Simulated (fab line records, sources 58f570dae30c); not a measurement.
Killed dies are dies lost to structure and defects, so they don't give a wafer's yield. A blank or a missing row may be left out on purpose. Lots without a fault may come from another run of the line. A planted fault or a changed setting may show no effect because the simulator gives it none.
Which tool did it? | flow berkeley_cmos170 | 14 lots, 42 wafers sampled, at 2 steps of a route of 331

WHAT THE GAUGES READ, wafer by wafer
UCB170_PWELL_THK_MEAS_06.
lot  | measured    | on            | PWELL_NITRIDE_THK (nm)
L620 | day 3 09:32 | film_metro-02 | 217.6 217.4 220.1
L621 | day 3 16:13 | film_metro-02 | 217.4 216.9 217.7
L622 | day 3 16:13 | film_metro-01 | 218.1 219.8 221.6
L623 | day 3 16:14 | film_metro-03 | 221.3 223.1 220.5
L624 | day 4 05:57 | film_metro-03 | 221.0 219.3 219.9
L626 | day 4 12:07 | film_metro-03 | 220.3 219.5 221.6
L627 | day 5 01:54 | film_metro-02 | 218.9 220.8 219.3
L630 | day 5 11:05 | film_metro-02 | 222.6 221.2 220.2
L631 | day 5 19:02 | film_metro-01 | 233.2 233.1 232.7
L632 | day 5 19:01 | film_metro-02 | 233.7 233.1 232.7
L639 | day 7 17:21 | film_metro-01 | 218.3 217.1 217.2
L640 | day 7 17:21 | film_metro-02 | 216.6 218.7 217.5
L641 | day 7 17:20 | film_metro-03 | 219.8 219.4 219.1
L642 | day 7 17:23 | film_metro-03 | 218.2 219.7 219.0

WHICH TOOL RAN EACH LOT (tool, then ch and the chambers of the sampled wafers, then the start)
lot  | UCB170_PWELL_CVD_05
L620 | lpcvd-02 ch 1, day 3 07:37
L621 | lpcvd-02 ch 1, day 3 14:17
L622 | lpcvd-02 ch 0, day 3 14:17
L623 | lpcvd-02 ch 1, day 3 14:17
L624 | lpcvd-01 ch 0, day 4 04:02
L626 | lpcvd-02 ch 1, day 4 10:12
L627 | lpcvd-02 ch 0, day 4 23:58
L630 | lpcvd-01 ch 0, day 5 09:08
L631 | lpcvd-01 ch 1, day 5 17:06
L632 | lpcvd-01 ch 0, day 5 17:06
L639 | lpcvd-02 ch 1, day 7 15:25
L640 | lpcvd-02 ch 1, day 7 15:25
L641 | lpcvd-02 ch 1, day 7 15:25
L642 | lpcvd-02 ch 1, day 7 15:25
- UCB170_PWELL_CVD_05: deposits Si3N4 from SiH2Cl2/NH3, target thk 220 nm, time 3300 s.

WHAT THE TOOLS THEMSELVES READ (means of the sampled wafers that have a number; where no wafer has one, the mark that the record gives instead)
UCB170_PWELL_CVD_05.
lot  | tool     | pressure_mtorr (mTorr) | spike_tc_source_C (C)
L620 | lpcvd-02 | 199.7                  | 823.5
L621 | lpcvd-02 | 199.9                  | 823.2
L622 | lpcvd-02 | 200.3                  | 817.3
L623 | lpcvd-02 | 199.6                  | 824.2
L624 | lpcvd-01 | 200.0                  | 821.5
L626 | lpcvd-02 | 200.1                  | 823.9
L627 | lpcvd-02 | 199.6                  | 816.2
L630 | lpcvd-01 | 200.1                  | 822.3
L631 | lpcvd-01 | 240.1                  | 821.6
L632 | lpcvd-01 | 239.5                  | 822.5
L639 | lpcvd-02 | 199.9                  | 823.1
L640 | lpcvd-02 | 199.7                  | 824.4
L641 | lpcvd-02 | 200.0                  | 823.5
L642 | lpcvd-02 | 200.4                  | 823.4

THE ANSWER, worked out from the rows above alone
Rule: what is usual is taken from the lots themselves. Put in order of their means at a reading, lots are off if they are a third of the lots or fewer, leave a main group of 4 or more, and stand apart from it by a gap of 3 or more times the standard deviation of the main group's means; of several such gaps the widest counts. A main group whose means are all the same, to the digits that the tables above print for the reading, isn't used. A lot without any number at a reading at which 4 lots or more have one is off too. The other lots that the step has rows for count as sound. The gauges are gone through in route order, then the tools' own readings, and for those a lot's mean is taken as printed above. The first step at which some lot is off is used, and at that step the reading that is off furthest; a lot without a number counts as furthest.
Off: L631, L632, at UCB170_PWELL_THK_MEAS_06 (PWELL_NITRIDE_THK). The main group: mean 219.4 nm, standard deviation 1.4.
A tool fits if, at a process step before that reading, it ran every lot that is off, and no sound lot after the first of them. The gauges at UCB170_PWELL_THK_MEAS_06 aren't tried: what is off there is off at UCB170_PWELL_CVD_05 too, on other tools, and a gauge's error can't cause that. One fits: lpcvd-01 at UCB170_PWELL_CVD_05. Its last sound lot is L630 (day 5 09:08), its first lot that is off L631 (day 5 17:06): a fault that began between those two fits.
The tool's own readings at UCB170_PWELL_CVD_05 bear it out: on the lots that are off they differ by more than 5 times the standard deviation of the sound lots' means. pressure_mtorr reads 239.8 mTorr there against 199.9 mTorr on the sound lots.

WHAT THE SIMULATOR HAD PUT IN
Process parameter drift: lpcvd-01, from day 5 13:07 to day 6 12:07, at UCB170_PWELL_CVD_05. Setting pressure_mtorr, moved by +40, from 200. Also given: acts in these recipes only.
Lots struck among those shown: L632, L631. The rule above found the same.
